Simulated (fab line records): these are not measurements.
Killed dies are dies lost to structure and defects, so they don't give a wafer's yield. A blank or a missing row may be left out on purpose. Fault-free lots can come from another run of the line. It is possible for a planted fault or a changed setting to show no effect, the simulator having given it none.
Split-lot study + flow berkeleyCmos170 + 23 wafers read across 5 lots, on a route 331 steps long

SPLIT DETAILS
At UCB170_NLDD_PEB_04, the setting pebTempC was moved away from the recipe's 130 C on 6 of the 23 wafers read, by -2.1% to +1.3%. For the rest of the wafers, this setting stayed at what the recipe calls for.

BETWEEN THE SPLIT AND THE READING: the file shows 1 step in between
- UCB170_NLDD_DEVELOP_05: develop time 45 s

THE READING
cdNm, in nm, at UCB170_NLDD_CD_MEAS_06 (target cd 1200 nm). A value of 1199.6 nm with a standard deviation of 1.1 nm is what fault-free wafers of this fab line usually give.

| wafer  | tool, chamber at the split | pebTempC as run, C | against the recipe | cdNm, nm | against lot-mates on the recipe |
|--------|----------------------------|--------------------|--------------------|----------|---------------------------------|
| L074.2 | lithoTrack-01, 0           | 130                | recipe             | 1199.4   | -                               |
| L074.4 | lithoTrack-01, 0           | 130                | recipe             | 1198.5   | -                               |
| L074.5 | lithoTrack-01, 0           | 130                | recipe             | 1199.4   | -                               |
| L077.1 | lithoTrack-04, 0           | 130                | recipe             | 1200.3   | -                               |
| L077.2 | lithoTrack-04, 0           | 130                | recipe             | 1200.6   | -                               |
| L077.3 | lithoTrack-04, 0           | 130                | recipe             | 1200.3   | -                               |
| L077.5 | lithoTrack-04, 0           | 130                | recipe             | 1198.3   | -                               |
| L077.6 | lithoTrack-04, 0           | 130                | recipe             | 1200.1   | -                               |
| L081.1 | lithoTrack-04, 0           | 130                | recipe             | 1199.8   | -                               |
| L081.2 | lithoTrack-04, 0           | 130                | recipe             | 1200.1   | -                               |
| L081.4 | lithoTrack-04, 0           | 130                | recipe             | 1199.9   | -                               |
| L081.5 | lithoTrack-04, 0           | 130                | recipe             | 1200.2   | -                               |
| L081.6 | lithoTrack-04, 0           | 130                | recipe             | 1200.7   | -                               |
| L084.1 | lithoTrack-01, 0           | 130                | recipe             | 1201.0   | -                               |
| L084.2 | lithoTrack-01, 0           | 127.3              | -2.1%              | 1181.1   | -19.6                           |
| L084.4 | lithoTrack-01, 0           | 130                | recipe             | 1200.3   | -                               |
| L084.5 | lithoTrack-01, 0           | 127.3              | -2.1%              | 1180.5   | -20.2                           |
| L084.6 | lithoTrack-01, 0           | 127.3              | -2.1%              | 1181.0   | -19.7                           |
| L085.1 | lithoTrack-01, 0           | 130                | recipe             | 1198.3   | -                               |
| L085.2 | lithoTrack-01, 0           | 131.7              | +1.3%              | 1209.8   | +11.7                           |
| L085.4 | lithoTrack-01, 0           | 131.7              | +1.3%              | 1209.5   | +11.4                           |
| L085.5 | lithoTrack-01, 0           | 131.7              | +1.3%              | 1208.7   | +10.6                           |
| L085.6 | lithoTrack-01, 0           | 130                | recipe             | 1197.9   | -                               |

THE FIT
A straight line over all 23 wafers: cdNm changes by +8.54 nm for each +1% of pebTempC; r = +0.99; the points scatter about the line by 1 nm.
The same after taking each lot's own level away (the mean of its wafers on the recipe; 23 wafers): +9.24 nm for each +1%; r = +1.00; scatter 0.62 nm.
The reading moves by 19 nm for the largest change in pebTempC, on that fit.
From 1198.10 to 1200.65 nm: that is the span of the lots' own levels, equal to 2.3 times the standard deviation above.
The two slopes are in agreement: the lot-to-lot level therefore moves the slope only a little.
Check: with one of the wafers moved furthest among these (-2.1%) left out of the fit, the line predicts -19.3 nm for it against its lot-mates. It came out at -19.6 nm against them.

OTHER SPLITS ON THESE WAFERS
These wafers also went through other splits before the reading. Each is held against what the fit with the lots' levels taken away leaves over:
| other split on the same wafers      | wafers away from the commonest value | r with cdNm (lot level and that fit taken away) |
|-------------------------------------|--------------------------------------|-------------------------------------------------|
| UCB170_START_OXIDATION_02 tempC     | 18                                   | +0.08                                           |
| UCB170_ZERO_COAT_01 spinRpm         | 9                                    | +0.01                                           |
| UCB170_NWELL_OXIDATION_01 oxTimeS   | 18                                   | -0.10                                           |
| UCB170_NWELL_IMPLANT_14 energyKev   | 10                                   | -0.20                                           |
| UCB170_PWELL_COAT_08 resistThkNm    | 7                                    | +0.11                                           |
| UCB170_WELLDRIVE_OXIDATION_01 tempC | 10                                   | +0.20                                           |
| UCB170_ACTIVE_PEB_11 pebTempC       | 8                                    | +0.11                                           |
| UCB170_ACTIVE_ETCH_15 overEtchFrac  | 5                                    | -0.19                                           |
| UCB170_PVT_IMPLANT_07 energyKev     | 6                                    | +0.06                                           |
| UCB170_GATE_OXIDATION_01 tempC      | 10                                   | -0.20                                           |

THE FILE'S OWN FIT
cdNm changes by +9.26 nm for each +1% of pebTempC, r = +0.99.
